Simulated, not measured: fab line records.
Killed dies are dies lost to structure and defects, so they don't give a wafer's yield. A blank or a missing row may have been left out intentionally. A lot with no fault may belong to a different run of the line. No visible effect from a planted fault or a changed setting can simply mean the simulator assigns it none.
Which tool did it? -- flow berkeleyCmos170 -- Sampling: 7 lots, 21 wafers, 2 of 331 route steps

## WHAT THE GAUGES SHOWED, per wafer
UCB170_M2_RS_MEAS_02: the measuring method here is four-point-probe.
lot,measured,on,M2_AL_RS (ohm/sq)
L589,day 8 05:20,filmMetro-03,0.03302 0.03299 0.033
L592,day 8 14:31,filmMetro-02,0.0325 0.03227 0.03211
L594,day 8 14:11,filmMetro-02,0.03271 0.03271 0.03272
L597,day 9 13:38,filmMetro-03,0.03263 0.03256 0.03258
L599,day 9 18:47,filmMetro-01,0.0328 0.03275 0.03268
L604,day 11 05:11,filmMetro-02,0.03297 0.03316 0.03322
L608,day 11 19:14,filmMetro-02,0.03248 0.03256 0.03248

## WHAT TOOL EACH LOT RAN ON (gives the tool, then ch and the chambers of the sampled wafers, and finally the start)
lot,UCB170_NWELL_CVD_04
L589,"lpcvd-02 ch 0, day 2 14:01"
L592,"lpcvd-02 ch 0, day 3 05:15"
L594,"lpcvd-01 ch 0, day 3 12:26"
L597,"lpcvd-02 ch 0, day 4 08:55"
L599,"lpcvd-01 ch 1, day 4 17:14"
L604,"lpcvd-01 ch 1, day 5 21:07"
L608,"lpcvd-02 ch 1, day 6 11:59"
- UCB170_NWELL_CVD_04: deposits Si3N4 from SiH2Cl2/NH3, target thk 224 nm, time 3360 s.

## THE ANSWER, worked out from the rows above alone
Rule: the usual values come from the lots themselves. Put in order of their means at a reading, lots are off if they are a third of the lots or fewer, leave a main group of 4 or more, and stand apart from it by a gap of 3 or more times the standard deviation of the main group's means; of several such gaps the widest counts. If all means in a main group match to the digits the tables above print for the reading, that group is not used. Also off: a lot with no number at a reading for which 4 or more lots have one. The other lots that the step has rows for count as sound.
No lot is off on any of the readings shown, so nothing can be concluded from this.

## WHAT HAD BEEN PUT IN BY THE SIMULATOR
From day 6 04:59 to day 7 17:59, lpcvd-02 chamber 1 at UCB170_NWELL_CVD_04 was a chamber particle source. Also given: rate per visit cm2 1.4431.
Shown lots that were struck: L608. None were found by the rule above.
